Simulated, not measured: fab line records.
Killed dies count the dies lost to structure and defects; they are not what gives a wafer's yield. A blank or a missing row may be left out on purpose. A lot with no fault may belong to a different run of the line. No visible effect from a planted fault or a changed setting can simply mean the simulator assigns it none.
Which tool was responsible? || flow berkeley cmos170 || 7 lots with 21 wafers sampled at 2 steps, on a route of 331 steps

WHAT EACH GAUGE READ, for each wafer
UCB170_SILICIDE_RS_MEAS_02: measures by four-point-probe.
{"lot": "L876", "measured": "day 8 17:32", "on": "film metro-04", "SILICIDE_TI_RS (ohm/sq)": "26.0 25.7 26.4"}
{"lot": "L879", "measured": "day 9 04:19", "on": "film metro-04", "SILICIDE_TI_RS (ohm/sq)": "26.0 25.9 25.7"}
{"lot": "L877", "measured": "day 9 04:58", "on": "film metro-04", "SILICIDE_TI_RS (ohm/sq)": "26.4 27.0 26.4"}
{"lot": "L888", "measured": "day 11 08:42", "on": "film metro-04", "SILICIDE_TI_RS (ohm/sq)": "25.6 26.0 25.5"}
{"lot": "L892", "measured": "day 11 19:36", "on": "film metro-04", "SILICIDE_TI_RS (ohm/sq)": "25.6 25.4 25.5"}
{"lot": "L893", "measured": "day 11 20:01", "on": "film metro-04", "SILICIDE_TI_RS (ohm/sq)": "26.3 26.4 26.3"}
{"lot": "L897", "measured": "day 12 21:44", "on": "film metro-04", "SILICIDE_TI_RS (ohm/sq)": "26.4 26.4 26.0"}

WHICH TOOL RAN EACH LOT (tool, then ch and the chambers of the sampled wafers, then the start)
{"lot": "L876", "UCB170_SILICIDE_SPUTTER_01": "pvd sputter-03, day 8 17:30"}
{"lot": "L879", "UCB170_SILICIDE_SPUTTER_01": "pvd sputter-03, day 9 04:14"}
{"lot": "L877", "UCB170_SILICIDE_SPUTTER_01": "pvd sputter-02, day 9 04:56"}
{"lot": "L888", "UCB170_SILICIDE_SPUTTER_01": "pvd sputter-01, day 11 08:40"}
{"lot": "L892", "UCB170_SILICIDE_SPUTTER_01": "pvd sputter-01, day 11 19:33"}
{"lot": "L893", "UCB170_SILICIDE_SPUTTER_01": "pvd sputter-02, day 11 19:56"}
{"lot": "L897", "UCB170_SILICIDE_SPUTTER_01": "pvd sputter-02, day 12 21:41"}
- UCB170_SILICIDE_SPUTTER_01: material Ti, target thk 30 nm, time 25 s.

THE ANSWER, worked out from the rows above alone
Rule: the usual values come from the lots themselves. Put in order of their means at a reading, lots are off if they are a third of the lots or fewer, leave a main group of 4 or more, and stand apart from it by a gap of 3 or more times the standard deviation of the main group's means; of several such gaps the widest counts. A main group whose means are all the same, to the digits that the tables above print for the reading, isn't used. A lot without any number at a reading at which 4 lots or more have one is off too. All remaining lots with rows at the step are treated as sound.
No lot is off on any of the readings shown, so nothing can be concluded from this.

WHAT THE SIMULATOR PUT IN
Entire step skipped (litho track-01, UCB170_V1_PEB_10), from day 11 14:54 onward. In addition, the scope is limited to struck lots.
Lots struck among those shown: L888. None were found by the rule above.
